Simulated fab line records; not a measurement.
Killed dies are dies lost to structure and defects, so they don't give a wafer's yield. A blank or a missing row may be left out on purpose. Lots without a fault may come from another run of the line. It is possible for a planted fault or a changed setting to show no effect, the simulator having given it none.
fab line records + flow rit_cmos
record
- lots=6
- wafers=18
- last_day=8
route steps=202 shown ACTIVE@1 FOX1@20 FOX2@23 M1@202
lots that met no fault: from a run of the same line without faults
start_h: hours from the record's opening day to when the first of the lot's shown wafers began + wait_h: time in hours since the lot's previous step + " the same as in the row above + L1.1+2: one row covering several wafers at once + - no value, or no start given + * or withheld: withheld + < > ~ a bound
route shown NAME@n: NAME is a module with steps in the file, n the number in the route of the first one + usual: mean and standard deviation over wafers with no fault + same: alike in all rows + chamber/n: place in a boat + sites: per-site readings + _std_site: their standard deviation + _edge_site: mean of outer sites minus mean of inner sites + radius_mm: how far each site lies from the wafer's centre + mask NAME#n: copy n + behind: the tool/chamber that last shaped the wafer + hold: why the lot was held/for how many hours/how that ended + device: names the non-switching transistor (n, p or np) + end of line: tests run on the same wafers once the route is complete + step lacking rows: just its recipe + killed: count of dies lost to structure and defects at first sort (not the wafer's yield) + map: a wafer's dies, x killed, . not, _ none there
set.NAME: setting as actually run; set.NAME@STEP: the setting as run at that earlier step + model.NAME: the simulator's own value behind a step, which no gauge read
lots at selected steps of the route; one table per step, one row per wafer
services: from which hour (start_h, from the record's first day; less than 0 if before it) a tool's chamber was out of use, for how many hours, and why
## steps
# step RIT_ACTIVE_BOW_MEAS_00
# recipe
- mode=bow
# usual
- INCOMING_BOW=1/6.9
| lot.wafer | tool          | chamber | start_h | wait_h | INCOMING_BOW[um] |
|-----------|---------------|---------|---------|--------|------------------|
| L975.2    | film_metro-02 | -       | 15.02   | -      | -7               |
| L975.4    | "             | -       | "       | "      | 7                |
| L975.6    | "             | -       | "       | "      | -3               |
| L977.1    | film_metro-02 | -       | 25.00   | -      | 1                |
| L977.2    | "             | -       | "       | "      | -11              |
| L977.3    | "             | -       | "       | "      | -5               |
| L983.1    | film_metro-01 | -       | 55.00   | -      | 14               |
| L983.4    | "             | -       | "       | "      | -6               |
| L983.6    | "             | -       | "       | "      | 2                |
| L985.1    | film_metro-03 | -       | 65.00   | -      | 0                |
| L985.2    | "             | -       | "       | "      | 7                |
| L985.6    | "             | -       | "       | "      | -3               |
| L993.1    | film_metro-01 | -       | 105.00  | -      | 0                |
| L993.3    | "             | -       | "       | "      | -1               |
| L993.6    | "             | -       | "       | "      | -10              |
| L997.1    | film_metro-03 | -       | 125.00  | -      | -2               |
| L997.2    | "             | -       | "       | "      | 12               |
| L997.6    | "             | -       | "       | "      | 4                |
# step RIT_ACTIVE_OXIDATION_01
# recipe
- temp_c=1000
- ambient=O2
- target_thk_a=468
- ox_time_s=3360
# step RIT_ACTIVE_THK_MEAS_02
# recipe
- reads=SiO2_of_ACTIVE_OXIDATION_01
# usual
- ACTIVE_OXIDE_THK=47.1/0.86
| lot.wafer | tool          | chamber | start_h | wait_h | ACTIVE_OXIDE_THK[nm] |
|-----------|---------------|---------|---------|--------|----------------------|
| L975.2    | film_metro-03 | -       | 17.38   | 0.0    | 48.6                 |
| L975.4    | "             | -       | "       | "      | 48.0                 |
| L975.6    | "             | -       | "       | "      | 48.1                 |
| L977.1    | film_metro-02 | -       | 27.05   | 0.0    | 46.4                 |
| L977.2    | "             | -       | "       | "      | 45.7                 |
| L977.3    | "             | -       | "       | "      | 45.6                 |
| L983.1    | film_metro-03 | -       | 58.64   | 0.0    | 48.5                 |
| L983.4    | "             | -       | "       | "      | 46.6                 |
| L983.6    | "             | -       | "       | "      | 46.5                 |
| L985.1    | film_metro-02 | -       | 67.50   | 0.0    | 47.5                 |
| L985.2    | "             | -       | "       | "      | 47.6                 |
| L985.6    | "             | -       | "       | "      | 47.8                 |
| L993.1    | film_metro-03 | -       | 107.61  | 0.0    | 47.9                 |
| L993.3    | "             | -       | "       | "      | 47.7                 |
| L993.6    | "             | -       | "       | "      | 48.1                 |
| L997.1    | film_metro-03 | -       | 132.84  | 0.0    | 46.4                 |
| L997.2    | "             | -       | "       | "      | 46.7                 |
| L997.6    | "             | -       | "       | "      | 47.0                 |
# step RIT_ACTIVE_CVD_03
# recipe
- material=Si3N4
- target_thk_nm=150
- temp_c=810
- precursor=SiH2Cl2/NH3
- time_s=1500
- pressure_mtorr=300
- sih2cl2_flow_sccm=60
- nh3_flow_sccm=150
# usual
- spike_tc_centre_C=811.3/1.8
- spike_tc_load_C=835.4/2.7
- spike_tc_source_C=830.4/1.7
- susceptor_temp_C=810.0/0.31
- zone_power_centre_pct=38.9/1.8
| lot.wafer | tool     | chamber | start_h | wait_h | spike_tc_centre_C | spike_tc_load_C | spike_tc_source_C | susceptor_temp_C | zone_power_centre_pct | model.Si3N4_of_ACTIVE_CVD_03.thk_nm |
|-----------|----------|---------|---------|--------|-------------------|-----------------|-------------------|------------------|-----------------------|-------------------------------------|
| L975.2    | lpcvd-01 | 0       | 17.90   | 0.5    | 814.1             | 835.1           | 831.2             | 810.2            | 40.0                  | 152.3                               |
| L975.4    | "        | 0       | "       | "      | 811.6             | 834.7           | 832.4             | 810.0            | 39.9                  | 151.3                               |
| L975.6    | "        | 0       | "       | "      | 814.0             | 837.8           | 830.5             | 810.0            | 39.8                  | 151.3                               |
| L977.1    | lpcvd-01 | 0       | 27.11   | 0.1    | 813.6             | 834.4           | 832.0             | 810.2            | 39.6                  | 152.2                               |
| L977.2    | "        | 0       | "       | "      | 813.4             | 835.2           | 831.8             | 809.8            | 39.8                  | 152.1                               |
| L977.3    | "        | 0       | "       | "      | 812.8             | 834.6           | 831.6             | 810.3            | 40.1                  | 151.8                               |
| L983.1    | lpcvd-01 | 1       | 58.70   | 0.1    | 825.3             | 850.2           | 844.5             | 825.0            | 39.2                  | 196.6                               |
| L983.4    | "        | 1       | "       | "      | 826.4             | 850.1           | 845.4             | 824.8            | 39.2                  | 196.1                               |
| L983.6    | "        | 1       | "       | "      | 824.2             | 848.9           | 843.8             | 825.1            | 39.6                  | 196.1                               |
| L985.1    | lpcvd-01 | 0       | 67.56   | 0.1    | 829.5             | 850.4           | 848.2             | 824.9            | 40.5                  | 198                                 |
| L985.2    | "        | 0       | "       | "      | 827.3             | 849.5           | 846.7             | 824.8            | 39.9                  | 197.4                               |
| L985.6    | "        | 0       | "       | "      | 828.6             | 851.3           | 847.3             | 825.0            | 40.6                  | 198.4                               |
| L993.1    | lpcvd-02 | 1       | 107.67  | 0.1    | 811.8             | 841.4           | 828.9             | 810.2            | 34.6                  | 148.8                               |
| L993.3    | "        | 1       | "       | "      | 813.2             | 841.9           | 828.8             | 810.4            | 34.9                  | 147.6                               |
| L993.6    | "        | 1       | "       | "      | 813.1             | 843.3           | 829.1             | 810.7            | 34.4                  | 147.6                               |
| L997.1    | lpcvd-01 | 1       | 132.90  | 0.1    | 810.8             | 836.2           | 830.3             | 810.3            | 38.2                  | 151.7                               |
| L997.2    | "        | 1       | "       | "      | 808.9             | 834.4           | 827.4             | 810.0            | 38.1                  | 151.5                               |
| L997.6    | "        | 1       | "       | "      | 810.0             | 836.8           | 829.3             | 810.0            | 38.2                  | 151.9                               |
# step RIT_ACTIVE_THK_MEAS_04
# recipe
- reads=Si3N4_of_ACTIVE_CVD_03
# usual
- ACTIVE_NITRIDE_THK=150.4/1.4
| lot.wafer | tool          | chamber | start_h | wait_h | ACTIVE_NITRIDE_THK[nm] |
|-----------|---------------|---------|---------|--------|------------------------|
| L975.2    | film_metro-03 | -       | 19.33   | 0.0    | 152.2                  |
| L975.4    | "             | -       | "       | "      | 151.4                  |
| L975.6    | "             | -       | "       | "      | 151.3                  |
| L977.1    | film_metro-01 | -       | 28.53   | 0.0    | 152.0                  |
| L977.2    | "             | -       | "       | "      | 152.1                  |
| L977.3    | "             | -       | "       | "      | 151.8                  |
| L983.1    | film_metro-03 | -       | 60.11   | 0.0    | 196.6                  |
| L983.4    | "             | -       | "       | "      | 196.0                  |
| L983.6    | "             | -       | "       | "      | 196.0                  |
| L985.1    | film_metro-01 | -       | 68.98   | 0.0    | 198.2                  |
| L985.2    | "             | -       | "       | "      | 197.3                  |
| L985.6    | "             | -       | "       | "      | 198.5                  |
| L993.1    | film_metro-03 | -       | 109.09  | 0.0    | 148.8                  |
| L993.3    | "             | -       | "       | "      | 147.7                  |
| L993.6    | "             | -       | "       | "      | 147.6                  |
| L997.1    | film_metro-03 | -       | 134.31  | 0.0    | 151.7                  |
| L997.2    | "             | -       | "       | "      | 151.6                  |
| L997.6    | "             | -       | "       | "      | 151.9                  |
# step RIT_ACTIVE_HMDS_05
# recipe
- prime_time_s=60
- prime_temp_c=140
# step RIT_ACTIVE_COAT_06
# recipe
- resist=NOVOLAK
- spin_rpm=3250
- resist_thk_nm=1000
# step RIT_ACTIVE_SOFTBAKE_07
# recipe
- resist=NOVOLAK
- temp_c=90
- time_s=60
# step RIT_ACTIVE_EXPOSE_08
# recipe
- mask_id=M1
- na=0.6
- source_shape=conventional
- sigma_outer=0.6
- target_cd_nm=1400
- dose_mj=225
# step RIT_ACTIVE_PEB_09
# recipe
- resist=NOVOLAK
- temp_c=withheld
- time_s=withheld
# step RIT_ACTIVE_DEVELOP_10
# recipe
- resist=NOVOLAK
- develop_time_s=50
- dev_temp_c=23
# step RIT_ACTIVE_CD_MEAS_11
# recipe
- target_cd_nm=1400
# usual
- cd_nm=1399.4/2.3
| lot.wafer | tool      | chamber | start_h | wait_h | cd_nm  |
|-----------|-----------|---------|---------|--------|--------|
| L975.2    | cd_sem-02 | -       | 20.34   | -      | 1397.9 |
| L975.4    | "         | -       | "       | "      | 1396.7 |
| L975.6    | "         | -       | "       | "      | 1397.4 |
| L977.1    | cd_sem-01 | -       | 29.44   | -      | 1406.8 |
| L977.2    | "         | -       | "       | "      | 1402.0 |
| L977.3    | "         | -       | "       | "      | 1402.9 |
| L983.1    | cd_sem-02 | -       | 61.02   | -      | 1399.3 |
| L983.4    | "         | -       | "       | "      | 1399.3 |
| L983.6    | "         | -       | "       | "      | 1398.9 |
| L985.1    | cd_sem-01 | -       | 69.89   | -      | 1400.3 |
| L985.2    | "         | -       | "       | "      | 1402.5 |
| L985.6    | "         | -       | "       | "      | 1400.1 |
| L993.1    | cd_sem-02 | -       | 110.00  | -      | 1398.7 |
| L993.3    | "         | -       | "       | "      | 1397.7 |
| L993.6    | "         | -       | "       | "      | 1398.6 |
| L997.1    | cd_sem-02 | -       | 135.49  | -      | 1399.1 |
| L997.2    | "         | -       | "       | "      | 1397.5 |
| L997.6    | "         | -       | "       | "      | 1396.0 |
# step RIT_ACTIVE_HARDBAKE_12
# recipe
- resist=NOVOLAK
- temp_c=140
- time_s=60
# step RIT_ACTIVE_ETCH_13
# recipe
- stop_on=SiO2
- chemistry=SF6
- target=Si3N4
- time_s=210
- over_etch_frac=0.4
- SF6_flow_sccm=200
- pressure_mtorr=260
- rf_w=125
- target_depth_a=2100
# usual
- drypump_motor_current_A=5.8/0.48
- oes_product_au=0.825/0.011
- throttle_valve_pct=7.53/0.084
| lot.wafer | tool        | chamber | start_h | wait_h | drypump_motor_current_A | oes_product_au | rf_hours_counter_h | throttle_valve_pct | model.ACTIVE.feature_depth_nm | model.etch.depth_nm |
|-----------|-------------|---------|---------|--------|-------------------------|----------------|--------------------|--------------------|-------------------------------|---------------------|
| L975.2    | rie_diel-04 | 2       | 20.61   | 0.1    | 6.7                     | 0.831          | 18                 | 7.60               | 153.4                         | 152.3               |
| L975.4    | "           | 3       | "       | "      | 5.6                     | 0.808          | 56                 | 7.64               | 151.3                         | 151.3               |
| L975.6    | "           | 2       | "       | "      | 6.7                     | 0.825          | -                  | 7.60               | 152.3                         | 151.3               |
| L977.1    | rie_diel-01 | 2       | 29.71   | 0.1    | 5.0                     | 0.821          | 4                  | 7.46               | 153.6                         | 152.2               |
| L977.2    | "           | 0       | "       | "      | 6.3                     | 0.833          | 1                  | 7.53               | 153.8                         | 152.1               |
| L977.3    | "           | 3       | "       | "      | 5.8                     | 0.831          | 53                 | 7.55               | 152.2                         | 151.8               |
| L983.1    | rie_diel-03 | 1       | 61.29   | 0.1    | 5.6                     | 0.958          | 134                | 7.62               | 196.6                         | 196.6               |
| L983.4    | "           | 0       | "       | "      | 5.5                     | 0.954          | -                  | 7.61               | 197.6                         | 196.1               |
| L983.6    | "           | 2       | "       | "      | 5.9                     | 0.951          | -                  | 7.62               | 196.1                         | 196.1               |
| L985.1    | rie_diel-01 | 1       | 70.16   | 0.1    | 6.3                     | 0.983          | 92                 | 7.41               | 198.6                         | 198                 |
| L985.2    | "           | 2       | "       | "      | 5.0                     | 0.967          | 5                  | 7.48               | 198.8                         | 197.4               |
| L985.6    | "           | 3       | "       | "      | 5.8                     | 0.969          | -                  | 7.57               | 198.8                         | 198.4               |
| L993.1    | rie_diel-01 | 2       | 110.27  | 0.1    | 5.0                     | 0.818          | 6                  | 7.47               | 150.2                         | 148.8               |
| L993.3    | "           | 3       | "       | "      | 5.8                     | 0.815          | 55                 | 7.56               | 148.1                         | 147.6               |
| L993.6    | "           | 1       | "       | "      | 6.4                     | 0.836          | -                  | 7.41               | 148.2                         | 147.6               |
| L997.1    | rie_diel-01 | 2       | 135.76  | 0.1    | 5.1                     | 0.840          | 6                  | 7.49               | 153.2                         | 151.7               |
| L997.2    | "           | 1       | "       | "      | 6.4                     | 0.844          | 93                 | 7.41               | 152.1                         | 151.5               |
| L997.6    | "           | 1       | "       | "      | 6.4                     | 0.848          | -                  | 7.40               | 152.5                         | 151.9               |
# step RIT_ACTIVE_STRIP_14
# recipe
- chemistry=O2
- time_s=180
- resist=NOVOLAK
- platen_temp_c=withheld
- power_w=500
- pressure_mtorr=4000
- o2_flow_sccm=4000
# usual
- drypump_motor_current_A=5.8/0.41
- rf_refl_power_W=6.3/1.6
| lot.wafer | tool            | chamber | start_h | wait_h | drypump_motor_current_A | rf_hours_counter_h | rf_refl_power_W |
|-----------|-----------------|---------|---------|--------|-------------------------|--------------------|-----------------|
| L975.2    | plasma_asher-02 | 1       | 20.75   | 0.1    | 5.5                     | 38                 | 4.2             |
| L975.4    | "               | 1       | "       | "      | 5.5                     | -                  | 4.2             |
| L975.6    | "               | 1       | "       | "      | 5.5                     | -                  | 4.2             |
| L977.1    | plasma_asher-01 | 1       | 29.84   | 0.1    | 6.0                     | 37                 | 7.7             |
| L977.2    | "               | 0       | "       | "      | 5.4                     | 37                 | 5.1             |
| L977.3    | "               | 0       | "       | "      | 5.5                     | -                  | 5.3             |
| L983.1    | plasma_asher-02 | 1       | 61.43   | 0.1    | 5.5                     | 43                 | 4.1             |
| L983.4    | "               | 0       | "       | "      | 6.6                     | -                  | 8.2             |
| L983.6    | "               | 1       | "       | "      | 5.4                     | -                  | 4.2             |
| L985.1    | plasma_asher-01 | 0       | 70.29   | 0.1    | 5.4                     | 43                 | 4.9             |
| L985.2    | "               | 1       | "       | "      | 5.9                     | 43                 | 7.9             |
| L985.6    | "               | 0       | "       | "      | 5.4                     | -                  | 5.1             |
| L993.1    | plasma_asher-02 | 1       | 110.41  | 0.1    | 5.4                     | 47                 | 4.2             |
| L993.3    | "               | 1       | "       | "      | 5.4                     | -                  | 4.1             |
| L993.6    | "               | 1       | "       | "      | 5.4                     | -                  | 4.1             |
| L997.1    | plasma_asher-01 | 1       | 135.89  | 0.1    | 6.0                     | 2                  | 7.8             |
| L997.2    | "               | 0       | "       | "      | 5.4                     | 2                  | 5.1             |
| L997.6    | "               | 1       | "       | "      | 6.0                     | -                  | 7.9             |
# step RIT_ACTIVE_CD_MEAS_90
# recipe
- target_cd_nm=1400
# usual
- cd_nm=1399.4/2.3
| lot.wafer | tool      | chamber | start_h | wait_h | cd_nm  |
|-----------|-----------|---------|---------|--------|--------|
| L975.2    | cd_sem-01 | -       | 20.94   | 0.1    | 1397.9 |
| L975.4    | "         | -       | "       | "      | 1397.0 |
| L975.6    | "         | -       | "       | "      | 1397.1 |
| L977.1    | cd_sem-02 | -       | 30.02   | 0.1    | 1406.4 |
| L977.2    | "         | -       | "       | "      | 1402.2 |
| L977.3    | "         | -       | "       | "      | 1403.4 |
| L983.1    | cd_sem-01 | -       | 61.60   | 0.1    | 1399.5 |
| L983.4    | "         | -       | "       | "      | 1398.7 |
| L983.6    | "         | -       | "       | "      | 1399.1 |
| L985.1    | cd_sem-02 | -       | 70.46   | 0.1    | 1400.0 |
| L985.2    | "         | -       | "       | "      | 1402.8 |
| L985.6    | "         | -       | "       | "      | 1400.1 |
| L993.1    | cd_sem-01 | -       | 110.58  | 0.1    | 1398.5 |
| L993.3    | "         | -       | "       | "      | 1397.3 |
| L993.6    | "         | -       | "       | "      | 1398.2 |
| L997.1    | cd_sem-02 | -       | 136.07  | 0.1    | 1398.7 |
| L997.2    | "         | -       | "       | "      | 1397.5 |
| L997.6    | "         | -       | "       | "      | 1396.1 |
# step RIT_ACTIVE_CLEAN_15
# recipe
- chemistry=SC1
- mix=3:3:50
- time_s=600
- temp_c=75
# step RIT_ACTIVE_CLEAN_16
# recipe
- chemistry=dHF
- dilution=50:1
- time_s=30
# step RIT_ACTIVE_CLEAN_17
# recipe
- chemistry=SC2
- mix=3:3:50
- time_s=600
- temp_c=75
- dry=n2_spin
# step RIT_FOX1_OXIDATION_00
# recipe
- temp_c=1100
- ambient=H2O
- target_thk_a=3507
- p_h2o_torr=720
- ox_time_s=1130
# step RIT_FOX1_THK_MEAS_01
# recipe
- reads=SiO2_of_FOX1_OXIDATION_00
# usual
- FOX1_OXIDE_THK=351/6
| lot.wafer | tool          | chamber | start_h | wait_h | FOX1_OXIDE_THK[nm] |
|-----------|---------------|---------|---------|--------|--------------------|
| L975.2    | film_metro-04 | -       | 22.74   | 0.0    | 343                |
| L975.4    | "             | -       | "       | "      | 351                |
| L975.6    | "             | -       | "       | "      | 351                |
| L977.1    | film_metro-01 | -       | 34.00   | 0.0    | 362                |
| L977.2    | "             | -       | "       | "      | 356                |
| L977.3    | "             | -       | "       | "      | 356                |
| L983.1    | film_metro-04 | -       | 65.30   | 0.0    | 359                |
| L983.4    | "             | -       | "       | "      | 361                |
| L983.6    | "             | -       | "       | "      | 360                |
| L985.1    | film_metro-04 | -       | 73.47   | 0.0    | 353                |
| L985.2    | "             | -       | "       | "      | 353                |
| L985.6    | "             | -       | "       | "      | 350                |
| L993.1    | film_metro-01 | -       | 115.34  | 0.0    | 347                |
| L993.3    | "             | -       | "       | "      | 344                |
| L993.6    | "             | -       | "       | "      | 344                |
| L997.1    | film_metro-01 | -       | 141.30  | 0.0    | 348                |
| L997.2    | "             | -       | "       | "      | 344                |
| L997.6    | "             | -       | "       | "      | 344                |
# step RIT_FOX1_WET_ETCH_02
# recipe
- chemistry=BOE
- target_depth_nm=350
- time_s=390
- temp_c=21.5
- dry=n2_spin
- dilution=10:1
- target=SiO2
# step RIT_FOX2_OXIDATION_00
# recipe
- temp_c=1100
- ambient=H2O
- target_thk_a=3507
- p_h2o_torr=720
- ox_time_s=1130
# step RIT_FOX2_THK_MEAS_01
# recipe
- reads=SiO2_of_FOX2_OXIDATION_00
# usual
- FOX2_OXIDE_THK=351/5
| lot.wafer | tool          | chamber | start_h | wait_h | FOX2_OXIDE_THK[nm] |
|-----------|---------------|---------|---------|--------|--------------------|
| L975.2    | film_metro-02 | -       | 24.23   | 0.0    | 349                |
| L975.4    | "             | -       | "       | "      | 353                |
| L975.6    | "             | -       | "       | "      | 349                |
| L977.1    | film_metro-02 | -       | 35.49   | 0.0    | 351                |
| L977.2    | "             | -       | "       | "      | 355                |
| L977.3    | "             | -       | "       | "      | 350                |
| L983.1    | film_metro-01 | -       | 67.16   | 0.0    | 358                |
| L983.4    | "             | -       | "       | "      | 360                |
| L983.6    | "             | -       | "       | "      | 361                |
| L985.1    | film_metro-04 | -       | 75.71   | 0.0    | 354                |
| L985.2    | "             | -       | "       | "      | 353                |
| L985.6    | "             | -       | "       | "      | 353                |
| L993.1    | film_metro-01 | -       | 117.73  | 0.0    | 352                |
| L993.3    | "             | -       | "       | "      | 349                |
| L993.6    | "             | -       | "       | "      | 362                |
| L997.1    | film_metro-04 | -       | 145.81  | 0.0    | 341                |
| L997.2    | "             | -       | "       | "      | 348                |
| L997.6    | "             | -       | "       | "      | 346                |
# step RIT_FOX2_CLEAN_02
# recipe
- chemistry=dHF
- dilution=50:1
- time_s=180
| lot.wafer | tool         | chamber | start_h | wait_h | model.Si3N4_of_ACTIVE_CVD_03.thk_nm |
|-----------|--------------|---------|---------|--------|-------------------------------------|
| L975.2    | wet_bench-04 | 1       | 24.28   | 0.0    | 133.2                               |
| L975.4    | "            | 1       | "       | "      | 132.2                               |
| L975.6    | "            | 1       | "       | "      | 132.1                               |
| L977.1+2  | wet_bench-01 | 3       | 35.55   | 0.1    | 132.9                               |
| L977.3    | "            | 3       | "       | "      | 132.6                               |
| L983.1    | wet_bench-02 | 1       | 67.22   | 0.1    | 177.4                               |
| L983.4+6  | "            | 1       | "       | "      | 176.9                               |
| L985.1    | wet_bench-04 | 2       | 75.77   | 0.1    | 178.7                               |
| L985.2    | "            | 2       | "       | "      | 178.1                               |
| L985.6    | "            | 2       | "       | "      | 179.2                               |
| L993.1    | wet_bench-01 | 1       | 117.79  | 0.1    | 129.6                               |
| L993.3+6  | "            | 1       | "       | "      | 128.4                               |
| L997.1    | wet_bench-04 | 3       | 145.87  | 0.1    | 132.5                               |
| L997.2    | "            | 3       | "       | "      | 132.3                               |
| L997.6    | "            | 3       | "       | "      | 132.7                               |
# step RIT_FOX2_WET_ETCH_03
# recipe
- chemistry=H3PO4
- target=Si3N4
- target_depth_nm=195
- temp_c=165
- time_s=2700
# step RIT_M1_PROBE_99
| lot.wafer | tool      | chamber | start_h | wait_h | model.etest.pldd.width_nm | model.etest.nldd.width_nm | model.etest.pplus_sal.width_nm | model.etest.nplus_sal.width_nm |
|-----------|-----------|---------|---------|--------|---------------------------|---------------------------|--------------------------------|--------------------------------|
| L975.2    | prober-02 | -       | 63.40   | 0.1    | 3165                      | 3159                      | 3436                           | 3442                           |
| L975.4    | prober-02 | -       | 63.50   | 0.2    | 3168                      | 3162                      | 3406                           | 3415                           |
| L975.6    | prober-02 | -       | 63.60   | 0.2    | 3161                      | 3163                      | 3411                           | 3401                           |
| L977.1    | prober-02 | -       | 79.32   | 0.1    | 3161                      | 3172                      | 3440                           | 3437                           |
| L977.2    | prober-02 | -       | 79.37   | 0.1    | 3186                      | 3178                      | 3446                           | 3432                           |
| L977.3    | prober-02 | -       | 79.42   | 0.2    | 3170                      | 3183                      | 3456                           | 3424                           |
| L983.1    | prober-02 | -       | 110.97  | 0.1    | 3172                      | 3182                      | 3454                           | 3436                           |
| L983.4    | prober-02 | -       | 111.12  | 0.2    | 3211                      | 3206                      | 3466                           | 3464                           |
| L983.6    | prober-02 | -       | 111.22  | 0.2    | 3222                      | 3194                      | 3469                           | 3463                           |
| L985.1    | prober-02 | -       | 119.68  | 0.1    | 3231                      | 3219                      | 3471                           | 3471                           |
| L985.2    | prober-02 | -       | 119.73  | 0.1    | 3220                      | 3212                      | 3461                           | 3463                           |
| L985.6    | prober-02 | -       | 119.93  | 0.2    | 3244                      | 3229                      | 3476                           | 3467                           |
| L993.1    | prober-02 | -       | 169.74  | 0.1    | 3170                      | 3156                      | 3442                           | 3442                           |
| L993.3    | prober-02 | -       | 169.84  | 0.2    | 3177                      | 3167                      | 3460                           | 3456                           |
| L993.6    | prober-02 | -       | 169.99  | 0.2    | 3139                      | 3168                      | 3423                           | 3430                           |
| L997.1    | prober-01 | -       | 195.80  | 0.1    | 3197                      | 3193                      | 3447                           | 3466                           |
| L997.2    | prober-01 | -       | 195.85  | 0.1    | 3186                      | 3193                      | 3456                           | 3454                           |
| L997.6    | prober-01 | -       | 196.05  | 0.2    | 3186                      | 3184                      | 3447                           | 3470                           |
# killed by level:class
L975.2 GATE:geometric_particle:short=2 GATE:geometric_particle:open=1 SPACER:geometric_particle:open=1 PWELL:coat_microbubble_printed=1
L975.4 GATE:geometric_particle:short=2 GATE:geometric_particle:open=1 SPACER:geometric_particle:open=1
L975.6 GATE:geometric_particle:open=2 REOX:geometric_particle:short=2 REOX:geometric_particle:open=1 SPACER:geometric_particle:short=1 SILICIDE:geometric_particle:short=1 SILICIDE:geometric_particle:open=1
L977.1 FOX1:geometric_particle:short=4 FOX1:geometric_particle:open=4 REOX:geometric_particle:short=2 REOX:geometric_particle:open=1 SILICIDE:geometric_particle:short=1
L977.2 FOX1:geometric_particle:short=2 FOX2:geometric_particle:open=1 REOX:geometric_particle:short=1
L977.3 GATE:geometric_particle:open=4 REOX:geometric_particle:short=2 FOX1:geometric_particle:open=1 FOX2:geometric_particle:open=1 REOX:geometric_particle:open=1 SILICIDE:geometric_particle:open=1
L985.1 FOX1:geometric_particle:short=1 FOX2:geometric_particle:open=1 GATE:geometric_particle:short=1 REOX:geometric_particle:open=1 SPACER:geometric_particle:short=1
L985.2 GATE:geometric_particle:short=1 REOX:geometric_particle:open=1 REOX:geometric_particle:short=1 SILICIDE:geometric_particle:open=1
L985.6 REOX:geometric_particle:open=1 SPACER:geometric_particle:short=1 SILICIDE:geometric_particle:short=1
L993.1 REOX:geometric_particle:short=6 REOX:geometric_particle:open=2 SPACER:geometric_particle:open=2 GATE:geometric_particle:open=1 SILICIDE:geometric_particle:open=1
L993.3 FOX2:geometric_particle:open=3 REOX:geometric_particle:short=3 SILICIDE:geometric_particle:open=2 FOX1:geometric_particle:open=1 GATE:geometric_particle:open=1 GATE:geometric_particle:short=1 SPACER:geometric_particle:short=1 SILICIDE:geometric_particle:short=1
L993.6 GATE:geometric_particle:short=2 REOX:geometric_particle:short=2 SILICIDE:geometric_particle:open=2 FOX1:geometric_particle:short=1 GATE:geometric_particle:open=1 SPACER:geometric_particle:open=1
L997.1 GATE:geometric_particle:short=5 GATE:geometric_particle:open=2 FOX2:geometric_particle:short=1 SPACER:geometric_particle:short=1 SILICIDE:geometric_particle:short=1 CONTACT:geometric_particle:open=1
L997.2 GATE:geometric_particle:open=3 GATE:geometric_particle:short=2 FOX1:geometric_particle:short=1 SPACER:geometric_particle:open=1 SPACER:geometric_particle:short=1
L997.6 GATE:geometric_particle:open=7 FOX1:geometric_particle:short=3 GATE:geometric_particle:short=2 FOX2:geometric_particle:short=1
## services
| tool            | chamber | start_h | hours | kind       |
|-----------------|---------|---------|-------|------------|
| rie_diel-01     | 2       | -1.86   | 5.7   | repair     |
| lpcvd-02        | -       | 1.34    | 14.6  | pm         |
| rie_diel-01     | -       | 2.34    | 2.8   | pm         |
| plasma_asher-02 | -       | 44.58   | 1.2   | repair     |
| wet_bench-01    | -       | 46.24   | 33.6  | pm         |
| rie_diel-03     | 3       | 58.70   | 7.6   | repair     |
| rie_diel-03     | -       | 62.19   | 4.3   | pm         |
| rie_diel-03     | 1       | 81.59   | 80.9  | repair     |
| plasma_asher-02 | -       | 92.16   | 14.6  | pm         |
| rie_diel-04     | 2       | 107.10  | 10.3  | repair     |
| wet_bench-01    | -       | 108.21  | 1.2   | repair     |
| plasma_asher-01 | -       | 108.75  | 9.0   | pm         |
| plasma_asher-01 | 0       | 108.75  | 9.0   | vent_cycle |
| plasma_asher-01 | 1       | 108.75  | 9.0   | vent_cycle |
| rie_diel-03     | 0       | 113.14  | 5.3   | repair     |
| plasma_asher-01 | 0       | 117.75  | -     | clean      |
| plasma_asher-01 | 1       | 117.75  | -     | clean      |
| lpcvd-01        | -       | 121.78  | 2.5   | repair     |
| lpcvd-01        | -       | 127.36  | 2.8   | pm         |
| rie_diel-03     | 2       | 139.80  | 4.2   | repair     |
## key
first_sign
- step=RIT_ACTIVE_CVD_03
- reading=susceptor_temp_C
- direction=up
- sigmas=48
- usual=*
- struck=*
effect
- step=RIT_ACTIVE_CVD_03
- reading=spike_tc_source_C
- direction=up
- sigmas=9.4
- usual=830.4
- struck=846.0
effect
- step=RIT_ACTIVE_THK_MEAS_04
- reading=ACTIVE_NITRIDE_THK
- direction=up
- sigmas=32
- usual=150.4
- struck=197.1
effect
- step=RIT_ACTIVE_ETCH_13
- reading=oes_product_au
- direction=up
- sigmas=12
- usual=0.825
- struck=0.964
model_effect
- step=RIT_ACTIVE_CVD_03
- value=Si3N4_of_ACTIVE_CVD_03.thk_nm
- without=151.9
- struck=197.1
model_effect
- step=RIT_ACTIVE_ETCH_13
- value=ACTIVE.feature_depth_nm
- without=152.6
- struck=197.8
model_effect
- step=RIT_FOX2_CLEAN_02
- value=Si3N4_of_ACTIVE_CVD_03.thk_nm
- without=132.7
- struck=177.9
model_effect
- step=RIT_M1_PROBE_99
- value=etest.pldd.width_nm
- without=3171
- struck=3217
met_at RIT_ACTIVE_CVD_03
struck_wafers L983.1,L983.4,L983.6,L985.1,L985.2,L985.6
sort_left_out L983.1,L983.4,L983.6
tester_left_out L983,L985
onset_between 27.11 58.70
fault
- kind=process_parameter_drift
- tool=lpcvd-01
- chamber=-
- onset_h=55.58
- steps=RIT_ACTIVE_CVD_03
- channel=temp_c
- offset=*
- shape=step
- end_h=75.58
- acts_in=*
- stated=*
# tester_left_out: of these lots the tester's yield and bins aren't shown, on N5 and GAA mostly nor the transistor test; their killed dies are dies lost to structure and defects alone, not to doping, threshold or leakage, so they don't give the yield
# sort_left_out: the simulated sort isn't trusted on such a fault, so these wafers' sort isn't shown, and their yield isn't known
